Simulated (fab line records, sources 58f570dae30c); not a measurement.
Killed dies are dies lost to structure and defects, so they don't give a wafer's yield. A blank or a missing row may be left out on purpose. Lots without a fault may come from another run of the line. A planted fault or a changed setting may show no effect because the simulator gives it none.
fab line records | flow berkeley_cmos170
record lots=14 wafers=42 last_day=12
route steps=331 shown CONTACT@235 M1@238 M2@272
lots that met no fault: from a run of the same line without faults
start_h: hours from the record's first day to the start of the lot's first wafer shown | wait_h: hours since the lot's step before | " the same as in the row above | L1.1+2: a row that stands for several wafers | - no value, or no start given | * or withheld: withheld | < > ~ a bound
route shown NAME@n: a module of which the file shows steps, and the number in the route of the first | usual: mean/standard deviation of fault-free wafers | same: alike in all rows | chamber/n: place in a boat | sites: the reading at each site | _std_site: their standard deviation | _edge_site: outer sites' mean less inner sites' | radius_mm: how far each site lies from the wafer's centre | mask NAME#n: copy n | behind: the tool/chamber that last shaped the wafer | hold: why the lot was held/for how many hours/how that ended | device: the transistor (n, p or np) that didn't switch | end of line: the same wafers' tests at the end of the route | a step without rows: its recipe alone | killed: dies lost to structure and defects at the first sort, not the wafer's yield | map: a wafer's dies, x killed, . not, _ none there
set.NAME: the setting as run; set.NAME@STEP: as run at that earlier step | model.NAME: the simulator's own value behind a step, which no gauge read
steps of the route over a sample of lots; a table a step, a row a wafer
services: from which hour (start_h, from the record's first day; less than 0 if before it) a tool's chamber was out of use, for how many hours, and why
## steps
# step UCB170_CONTACT_STRIP_19
# recipe chemistry=O2 power_w=400 pressure_mtorr=3500 platen_temp_c=withheld o2_flow_sccm=400 overash_fraction=0.5
# usual chamber_pressure_mTorr=3500/3.3 drypump_motor_current_A=5.6/0.39 oes_product_au=0.726/0.0039
# same overash_fraction=0.5
# columns lot.wafer tool chamber start_h wait_h chamber_pressure_mTorr drypump_motor_current_A oes_product_au rf_hours_counter_h
L176.1 plasma_asher-02 0 160.35 - 3503 5.7 0.723 47
L176.2 " 1 " " 3491 6.0 0.719 47
L176.5 " 0 " " 3500 5.7 0.728 -
L175.2 plasma_asher-02 0 162.14 - 3497 5.7 0.723 47
L175.4 " 1 " " 3504 5.9 0.728 -
L175.5 " 1 " " 3495 5.9 0.726 -
L177.3 plasma_asher-01 0 175.10 - 3503 5.1 0.733 -
L177.4 " 1 " " 3499 6.2 0.726 -
L177.5 " 1 " " 3500 6.2 0.727 -
L180.3 plasma_asher-02 1 185.29 - 3500 5.9 0.721 -
L180.4 " 0 " " 3499 5.7 0.725 -
L180.6 " 1 " " 3499 5.9 0.728 -
L179.1 plasma_asher-04 0 186.88 - 3498 5.4 0.719 41
L179.4 " 1 " " 3502 5.2 0.725 -
L179.5 " 0 " " 3494 5.5 0.734 -
L181.1 plasma_asher-01 1 190.38 - 3500 6.2 0.734 8
L181.3 " 1 " " 3503 6.2 0.732 -
L181.4 " 0 " " 3491 5.1 0.723 -
L182.3 plasma_asher-04 1 203.33 - 3502 5.2 0.729 -
L182.4 " 0 " " 3498 5.5 0.717 -
L182.5 " 0 " " 3503 5.5 0.731 -
L183.1 plasma_asher-01 1 203.54 - 3502 6.2 0.729 10
L183.3 " 1 " " 3501 6.2 0.733 -
L183.5 " 1 " " 3501 6.3 0.727 -
L185.3 plasma_asher-01 1 214.35 - 3504 6.2 0.727 -
L185.4 " 0 " " 3498 5.1 0.720 -
L185.5 " 1 " " 3501 6.3 0.731 -
L189.1 plasma_asher-02 1 232.23 - 3502 5.9 0.722 55
L189.2 " 0 " " 3498 5.7 0.727 55
L189.4 " 1 " " 3497 5.9 0.726 -
L190.1 plasma_asher-02 1 246.22 - 3500 5.9 0.723 57
L190.4 " 1 " " 3508 5.9 0.724 -
L190.5 " 0 " " 3502 5.7 0.716 -
L195.2 plasma_asher-01 1 256.15 - 3499 6.2 0.732 16
L195.3 " 0 " " 3498 5.1 0.724 -
L195.4 " 1 " " 3499 6.2 0.726 -
L193.2 plasma_asher-04 1 259.21 - 3499 5.2 0.720 50
L193.3 " 1 " " 3491 5.2 0.726 -
L193.5 " 0 " " 3503 5.4 0.729 -
L196.2 plasma_asher-02 1 261.60 - 3500 5.9 0.722 58
L196.3 " 1 " " 3497 5.9 0.728 -
L196.6 " 0 " " 3501 5.7 0.727 -
# step UCB170_M1_SPUTTER_00
# recipe material=Al target_thk_nm=600 time_s=80 power_w=6000 chamber_pressure_pa=0.5
# usual chamber_pressure_pa=0.5001/0.0011 throttle_valve_pct=29.7/0.67
# columns lot.wafer tool chamber start_h wait_h chamber_pressure_pa throttle_valve_pct
L176.1 pvd_sputter-01 - 160.74 0.0 0.5010 30.4
L176.2 " - " " 0.4988 28.8
L176.5 " - " " 0.5005 30.3
L175.2 pvd_sputter-03 - 162.54 0.0 0.4998 29.8
L175.4 " - " " 0.5015 29.4
L175.5 " - " " 0.5012 29.6
L177.3 pvd_sputter-02 - 175.46 0.0 0.4999 30.5
L177.4 " - " " 0.5000 29.7
L177.5 " - " " 0.5013 30.6
L180.3 pvd_sputter-02 - 185.70 0.0 0.5005 29.8
L180.4 " - " " 0.4993 30.9
L180.6 " - " " 0.4989 30.0
L179.1 pvd_sputter-01 - 187.32 0.0 0.5008 30.2
L179.4 " - " " 0.5010 29.0
L179.5 " - " " 0.5002 28.9
L181.1 pvd_sputter-01 - 190.78 0.0 0.4996 30.1
L181.3 " - " " 0.5001 29.0
L181.4 " - " " 0.5008 30.1
L182.3 pvd_sputter-01 - 205.95 0.0 0.5013 30.3
L182.4 " - " " 0.5009 30.4
L182.5 " - " " 0.5003 30.3
L183.1 pvd_sputter-03 - 205.95 0.0 0.5007 29.6
L183.3 " - " " 0.5015 29.5
L183.5 " - " " 0.4982 29.4
L185.3 pvd_sputter-02 - 214.71 0.0 0.4996 30.0
L185.4 " - " " 0.5020 28.4
L185.5 " - " " 0.4983 30.5
L189.1 pvd_sputter-01 - 232.62 0.0 0.4994 30.5
L189.2 " - " " 0.5007 28.9
L189.4 " - " " 0.5008 30.1
L190.1 pvd_sputter-01 - 246.82 0.0 0.4986 30.8
L190.4 " - " " 0.4987 29.4
L190.5 " - " " 0.4969 30.8
L195.2 pvd_sputter-03 - 256.57 0.0 0.5003 29.5
L195.3 " - " " 0.4992 29.7
L195.4 " - " " 0.4998 29.0
L193.2 pvd_sputter-01 - 259.61 0.0 0.5002 28.7
L193.3 " - " " 0.4986 30.9
L193.5 " - " " 0.4998 30.0
L196.2 pvd_sputter-02 - 262.01 0.0 0.5019 28.5
L196.3 " - " " 0.4992 30.4
L196.6 " - " " 0.5006 29.9
# step UCB170_M1_RS_MEAS_01
# recipe thk_meas_gauge=four-point-probe reads=Al_of_M1_SPUTTER_00
# usual M1_AL_RS=0.0485/0.00042
# columns lot.wafer tool chamber start_h wait_h M1_AL_RS[ohm/sq]
L176.1 film_metro-01 - 160.80 0.0 0.0495
L176.2 " - " " 0.0494
L176.5 " - " " 0.0492
L175.2 film_metro-03 - 162.62 0.1 0.0480
L175.4 " - " " 0.0484
L175.5 " - " " 0.0481
L177.3 film_metro-03 - 175.56 0.1 0.0481
L177.4 " - " " 0.0486
L177.5 " - " " 0.0482
L180.3 film_metro-01 - 185.80 0.1 0.0488
L180.4 " - " " 0.0485
L180.6 " - " " 0.0489
L179.1 film_metro-01 - 187.39 0.0 0.0494
L179.4 " - " " 0.0495
L179.5 " - " " 0.0493
L181.1 film_metro-01 - 190.84 0.0 0.0482
L181.3 " - " " 0.0483
L181.4 " - " " 0.0485
L183.1 film_metro-03 - 206.05 0.1 0.0479
L183.3 " - " " 0.0481
L183.5 " - " " 0.0479
L182.3 film_metro-01 - 206.05 0.1 0.0488
L182.4 " - " " 0.0483
L182.5 " - " " 0.0485
L185.3 film_metro-02 - 214.82 0.1 0.0490
L185.4 " - " " 0.0492
L185.5 " - " " 0.0494
L189.1 film_metro-03 - 232.69 0.0 0.0486
L189.2 " - " " 0.0489
L189.4 " - " " 0.0489
L190.1 film_metro-01 - 246.88 0.0 0.0484
L190.4 " - " " 0.0482
L190.5 " - " " 0.0482
L195.2 film_metro-02 - 256.65 0.1 0.0491
L195.3 " - " " 0.0487
L195.4 " - " " 0.0487
L193.2 film_metro-03 - 259.69 0.1 0.0481
L193.3 " - " " 0.0479
L193.5 " - " " 0.0479
L196.2 film_metro-03 - 262.09 0.1 0.0486
L196.3 " - " " 0.0481
L196.6 " - " " 0.0487
# step UCB170_M2_SPUTTER_01
# recipe material=Al target_thk_nm=900 time_s=120 power_w=6000 chamber_pressure_pa=0.5
# usual chamber_pressure_pa=0.5000/0.001 throttle_valve_pct=29.9/0.86
# columns lot.wafer tool chamber start_h wait_h chamber_pressure_pa throttle_valve_pct
L176.1 pvd_sputter-02 - 170.65 0.0 0.4997 30.5
L176.2 " - " " 0.5000 30.2
L176.5 " - " " 0.4985 30.6
L175.2 pvd_sputter-03 - 170.89 0.0 0.5006 29.2
L175.4 " - " " 0.4999 29.6
L175.5 " - " " 0.5004 29.7
L177.3 pvd_sputter-02 - 188.97 0.0 0.4994 28.2
L177.4 " - " " 0.5000 30.1
L177.5 " - " " 0.4994 28.2
L179.1 pvd_sputter-02 - 196.17 0.0 0.5005 28.2
L179.4 " - " " 0.5010 29.8
L179.5 " - " " 0.5016 28.3
L180.3 pvd_sputter-04 - 196.27 0.0 0.4998 30.8
L180.4 " - " " 0.4993 31.3
L180.6 " - " " 0.4978 30.7
L181.1 pvd_sputter-02 - 202.18 0.0 0.4991 30.3
L181.3 " - " " 0.4992 29.9
L181.4 " - " " 0.4998 28.1
L182.3 pvd_sputter-03 - 215.45 0.0 0.5012 29.5
L182.4 " - " " 0.4996 29.7
L182.5 " - " " 0.4990 29.6
L183.1 pvd_sputter-02 - 215.64 0.0 0.4994 28.2
L183.3 " - " " 0.5016 29.9
L183.5 " - " " 0.5001 30.4
L183.1 pvd_sputter-02 - 215.89 0.2 0.5010 28.1
L183.3 " - " " 0.5009 29.9
L183.5 " - " " 0.5006 30.5
L185.3 pvd_sputter-04 - 225.37 0.0 0.4989 31.1
L185.4 " - " " 0.5012 31.5
L185.5 " - " " 0.4993 30.6
L189.1 pvd_sputter-04 - 242.43 0.0 0.4993 30.2
L189.2 " - " " 0.5015 31.6
L189.4 " - " " 0.5006 30.7
L190.1 pvd_sputter-04 - 256.73 0.0 0.5011 30.8
L190.4 " - " " 0.4993 30.6
L190.5 " - " " 0.5016 30.2
L195.2 pvd_sputter-02 - 266.51 0.0 0.4998 30.5
L195.3 " - " " 0.4993 28.3
L195.4 " - " " 0.5012 30.3
L193.2 pvd_sputter-03 - 270.47 0.0 0.5003 29.4
L193.3 " - " " 0.5006 30.0
L193.5 " - " " 0.4998 29.5
L193.2 pvd_sputter-03 - 270.72 0.2 0.5013 29.3
L193.3 " - " " 0.5008 29.8
L193.5 " - " " 0.5006 29.5
L196.2 pvd_sputter-04 - 270.95 0.0 0.4993 30.6
L196.3 " - " " 0.5017 30.5
L196.6 " - " " 0.4993 30.7
# step UCB170_M2_RS_MEAS_02
# recipe thk_meas_gauge=four-point-probe reads=Al_of_M2_SPUTTER_01
# usual M2_AL_RS=0.0321/0.00032
# columns lot.wafer tool chamber start_h wait_h M2_AL_RS[ohm/sq]
L176.1 film_metro-03 - 170.74 0.0 0.0322
L176.2 " - " " 0.0325
L176.5 " - " " 0.0320
L175.2 film_metro-02 - 171.00 0.1 0.0316
L175.4 " - " " 0.0314
L175.5 " - " " 0.0315
L177.3 film_metro-02 - 189.09 0.1 0.0323
L177.4 " - " " 0.0320
L177.5 " - " " 0.0323
L179.1 film_metro-03 - 196.26 0.0 0.0314
L179.4 " - " " 0.0318
L179.5 " - " " 0.0313
L180.3 film_metro-04 - 196.40 0.1 0.0322
L180.4 " - " " 0.0320
L180.6 " - " " 0.0320
L181.1 film_metro-04 - 202.26 0.0 0.0318
L181.3 " - " " 0.0316
L181.4 " - " " 0.0319
L182.3 film_metro-04 - 215.57 0.1 0.0323
L182.4 " - " " 0.0323
L182.5 " - " " 0.0323
L183.1 film_metro-03 - 215.98 0.0 0.0159
L183.3 " - " " 0.0159
L183.5 " - " " 0.0158
L185.3 film_metro-03 - 225.49 0.1 0.0324
L185.4 " - " " 0.0321
L185.5 " - " " 0.0321
L189.1 film_metro-04 - 242.51 0.0 0.0324
L189.2 " - " " 0.0322
L189.4 " - " " 0.0324
L190.1 film_metro-03 - 256.81 0.0 0.0324
L190.4 " - " " 0.0321
L190.5 " - " " 0.0325
L195.2 film_metro-02 - 266.61 0.1 0.0320
L195.3 " - " " 0.0320
L195.4 " - " " 0.0323
L193.2 film_metro-04 - 270.93 0.2 0.0160
L193.3 " - " " 0.0159
L193.5 " - " " 0.0159
L196.2 film_metro-03 - 271.06 0.1 0.0319
L196.3 " - " " 0.0320
L196.6 " - " " 0.0320
# step UCB170_M2_THK_MEAS_03
# recipe thk_meas_gauge=xrf reads=Al_of_M2_SPUTTER_01
# usual M2_AL_THK=920/11
# columns lot.wafer tool chamber start_h wait_h M2_AL_THK[nm]
L176.1 film_metro-03 - 170.86 0.1 921
L176.2 " - " " 911
L176.5 " - " " 921
L175.2 film_metro-02 - 171.11 0.1 929
L175.4 " - " " 939
L175.5 " - " " 929
L177.3 film_metro-02 - 189.19 0.1 908
L177.4 " - " " 907
L177.5 " - " " 906
L179.1 film_metro-03 - 196.38 0.1 938
L179.4 " - " " 932
L179.5 " - " " 939
L180.3 film_metro-04 - 196.50 0.1 927
L180.4 " - " " 929
L180.6 " - " " 924
L181.1 film_metro-04 - 202.38 0.1 936
L181.3 " - " " 944
L181.4 " - " " 936
L182.3 film_metro-04 - 215.67 0.1 916
L182.4 " - " " 921
L182.5 " - " " 924
L183.1 film_metro-03 - 216.10 0.1 1846
L183.3 " - " " 1842
L183.5 " - " " 1848
L185.3 film_metro-03 - 225.59 0.1 908
L185.4 " - " " 912
L185.5 " - " " 916
L189.1 film_metro-04 - 242.63 0.1 914
L189.2 " - " " 917
L189.4 " - " " 914
L190.1 film_metro-03 - 256.93 0.1 904
L190.4 " - " " 913
L190.5 " - " " 902
L195.2 film_metro-02 - 266.72 0.1 913
L195.3 " - " " 918
L195.4 " - " " 906
L193.2 film_metro-04 - 271.04 0.1 1854
L193.3 " - " " 1861
L193.5 " - " " 1866
L196.2 film_metro-03 - 271.17 0.1 924
L196.3 " - " " 921
L196.6 " - " " 916
# step UCB170_M2_METAL_ETCH_18
# recipe chemistry=Cl2/BCl3 target=Al stop_on=SiO2 pressure_mtorr=12 target_depth_a=11700 over_etch_frac=0.3 time_s=195 icp_w=600 bias_w=120 Cl2_flow_sccm=90 bcl3_flow_sccm=45
# usual chamber_pressure_mTorr=11.999/0.011 drypump_motor_current_A=6.10/0.29 oes_product_au=0.844/0.011 throttle_valve_pct=24.41/0.16
# columns lot.wafer tool chamber start_h wait_h chamber_pressure_mTorr drypump_motor_current_A oes_product_au rf_hours_counter_h throttle_valve_pct
L176.1 rie_metal-02 0 173.88 - 12.015 6.61 0.840 5 24.59
L176.2 " 1 " " 12.016 5.94 0.849 10 24.61
L176.5 " 1 " " 11.997 5.97 0.861 - 24.62
L175.2 rie_metal-04 0 173.94 - 12.018 5.67 0.851 13 24.32
L175.4 " 0 " " 12.013 5.69 0.862 - 24.30
L175.5 " 0 " " 12.002 5.70 0.847 - 24.31
L177.3 rie_metal-02 1 191.16 - 11.990 5.99 0.854 - 24.60
L177.4 " 0 " " 11.988 6.62 0.841 - 24.62
L177.5 " 1 " " 11.971 6.00 0.855 - 24.61
L180.3 rie_metal-02 0 198.52 - 11.983 6.61 0.850 - 24.61
L180.4 " 1 " " 11.998 6.01 0.860 - 24.60
L180.6 " 0 " " 11.998 6.59 0.845 - 24.60
L179.1 rie_metal-01 0 198.79 - 12.002 6.07 0.853 5 24.22
L179.4 " 0 " " 11.991 6.07 0.848 - 24.23
L179.5 " 1 " " 12.001 6.25 0.861 - 24.38
L181.1 rie_metal-02 1 207.62 - 12.000 5.95 0.862 11 24.60
L181.3 " 0 " " 11.995 6.60 0.843 - 24.61
L181.4 " 1 " " 12.007 5.96 0.859 - 24.61
L182.3 rie_metal-04 0 217.70 - 12.018 5.70 0.844 - 24.32
L182.4 " 1 " " 11.999 5.83 0.812 - 24.24
L182.5 " 1 " " 11.980 5.81 0.820 - 24.24
L183.1 rie_metal-01 0 218.11 - 11.993 6.07 0.995 6 24.16
L183.3 " 0 " " 11.986 6.08 0.986 - 24.15
L183.5 " 1 " " 12.014 6.24 0.973 - 24.30
L185.3 rie_metal-02 1 228.27 - 12.003 5.98 0.859 - 24.62
L185.4 " 0 " " 11.984 6.60 0.838 - 24.60
L185.5 " 0 " " 11.989 6.59 0.847 - 24.59
L189.1 rie_metal-04 0 245.70 - 12.004 5.67 0.840 14 24.33
L189.2 " 1 " " 11.982 5.81 0.822 10 24.24
L189.4 " 1 " " 11.989 5.80 0.816 - 24.26
L190.1 rie_metal-04 1 259.21 - 12.022 5.79 0.814 10 24.23
L190.4 " 0 " " 12.002 5.68 0.854 - 24.31
L190.5 " 1 " " 11.986 5.81 0.830 - 24.25
L195.2 rie_metal-02 0 269.20 - 11.993 6.62 0.842 7 24.59
L195.3 " 1 " " 12.003 5.94 0.858 - 24.61
L195.4 " 0 " " 11.997 6.60 0.839 - 24.59
L193.2 rie_metal-04 1 273.21 - 12.000 5.79 0.962 11 24.19
L193.3 " 0 " " 12.011 5.67 0.982 - 24.25
L193.5 " 1 " " 12.003 5.80 0.957 - 24.19
L196.2 rie_metal-02 0 273.62 - 12.001 6.60 0.851 8 24.59
L196.3 " 1 " " 11.973 6.01 0.858 - 24.61
L196.6 " 1 " " 11.985 5.98 0.856 - 24.62
## services
# columns tool chamber start_h hours kind
rie_metal-02 - 136.50 0.5 repair
plasma_asher-04 - 137.57 0.8 repair
rie_metal-04 1 140.77 19.3 repair
rie_metal-04 - 142.19 2.8 pm
pvd_sputter-03 - 145.75 1.1 repair
pvd_sputter-03 - 173.29 4.3 repair
pvd_sputter-03 - 182.94 12.2 repair
rie_metal-04 - 186.75 14.6 pm
rie_metal-04 - 201.35 1.4 pm
pvd_sputter-01 3 204.91 - consumable_replace:kit
pvd_sputter-01 3 204.91 18.0 scheduled_down
pvd_sputter-01 3 204.91 18.0 vent_cycle
rie_metal-04 - 213.19 2.3 repair
plasma_asher-01 - 246.68 1.2 repair
## key
first_sign step=UCB170_M2_SPUTTER_01 reading=visit direction=added
effect step=UCB170_M2_RS_MEAS_02 reading=M2_AL_RS direction=down sigmas=51 usual=0.0321 struck=0.0159
effect step=UCB170_M2_THK_MEAS_03 reading=M2_AL_THK direction=up sigmas=87 usual=920 struck=1853
effect step=UCB170_M2_METAL_ETCH_18 reading=oes_product_au direction=up sigmas=12 usual=0.844 struck=0.976
met_at UCB170_M2_SPUTTER_01
struck_lots L183,L193
later_rows_left_out L183.1,L183.3,L183.5,L193.2,L193.3,L193.5
sort_left_out L183.1,L183.3,L183.5,L193.2,L193.3,L193.5
not_acting_at UCB170_CONTACT_STRIP_19,UCB170_M1_SPUTTER_00,UCB170_M1_RS_MEAS_01
fault kind=repeated_step_whole tool=pvd_sputter-02,pvd_sputter-03,pvd_sputter-04 chamber=- onset_h=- steps=UCB170_M2_SPUTTER_01 times=1 scope=struck_lots_only
# sort_left_out: the simulated sort isn't trusted on such a fault, so these wafers' sort isn't shown, and their yield isn't known
# later_rows_left_out: the simulator's readings of these wafers behind a module that went badly wrong aren't trusted and aren't shown, but for the sort
